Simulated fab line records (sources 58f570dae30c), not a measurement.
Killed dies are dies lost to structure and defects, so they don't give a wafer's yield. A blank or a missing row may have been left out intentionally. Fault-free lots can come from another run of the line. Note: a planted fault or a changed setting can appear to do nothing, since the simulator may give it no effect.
The same fault as seen by 2 desks | flow berkeley-cmos170 | what lay behind the numbers comes last; until then each desk has only its own

== FOR THE TOOL OWNER'S DESK: plasma-asher-03 ==
The tool's own readings at UCB170_ACTIVE_STRIP_16 (strips in O2): means of the sampled wafers that have a number, for each lot that ran on this tool. The brackets show how far a lot's mean lies from the usual mean; more than 4 standard deviations puts the lot out of limits, marked OUT.
Columns: A = drypump-motor-current-A at UCB170_ACTIVE_STRIP_16, usual 5.6 A; B = oes-product-au at UCB170_ACTIVE_STRIP_16, usual 0.721 a.u.; C = strip-time-to-endpoint-s at UCB170_ACTIVE_STRIP_16, usual 18.05 s
lot  | first seen here | A   | B               | C
L988 | day 5 06:20     | 6.0 | 0.724           | 18.09
L991 | day 5 23:36     | 5.7 | 0.719           | 17.95
L992 | day 6 09:35     | 6.0 | 0.718           | 18.12
L100 | day 8 11:08     | 5.6 | 0.635 (-20) OUT | 21.88 (+39) OUT
L103 | day 8 20:43     | 5.6 | 0.635 (-20) OUT | 21.79 (+39) OUT
Finding of this desk: L100, L103 out of limits; the first was L100 at day 8 11:08, on oes-product-au at UCB170_ACTIVE_STRIP_16. L988, L991, L992 stayed within limits.

== FROM THE METROLOGY DESK ==
Lot by lot, what the gauges showed, no matter which tool ran the lot: averages of those sampled wafers that carry a number. The brackets show how far a lot's mean lies from the usual mean; more than 4 standard deviations puts the lot out of limits, marked OUT.
Columns: A = M1_OVL at UCB170_M1_OVL_MEAS_10, usual -3 nm
lot  | first seen here | A
L985 | day 8 02:08     | -8
L988 | day 8 08:11     | -4
L987 | day 8 08:56     | -1
L986 | day 8 11:02     | 1
L991 | day 9 08:43     | -1
L990 | day 9 10:02     | -8
L992 | day 9 20:13     | -3
L993 | day 9 20:13     | 4
L995 | day 10 21:16    | -12
L103 | day 11 22:23    | 0
L100 | day 12 02:25    | 3
L105 | day 12 10:54    | -1
L101 | day 12 11:37    | -5
L106 | day 13 14:15    | -9
Result from this desk: across the 14 lots, nothing is out of limits.

== TAKEN TOGETHER ==
An alarm could have come from the tool owner's desk at day 8 11:08, on L100, L103.
The metrology desk saw nothing out of limits.
The metrology desk has L100, L103 on record, within its limits.
On plasma-asher-03, each named lot ran UCB170_ACTIVE_STRIP_16.

== WHAT THE SIMULATOR HAD PUT IN ==
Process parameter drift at UCB170_ACTIVE_STRIP_16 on plasma-asher-03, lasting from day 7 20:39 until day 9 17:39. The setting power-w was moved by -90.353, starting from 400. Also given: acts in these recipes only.
Shown lots that were struck: L100, L103.
Delay in hours, fault start to first out-of-limits reading, by desk: the tool owner's desk at 14.
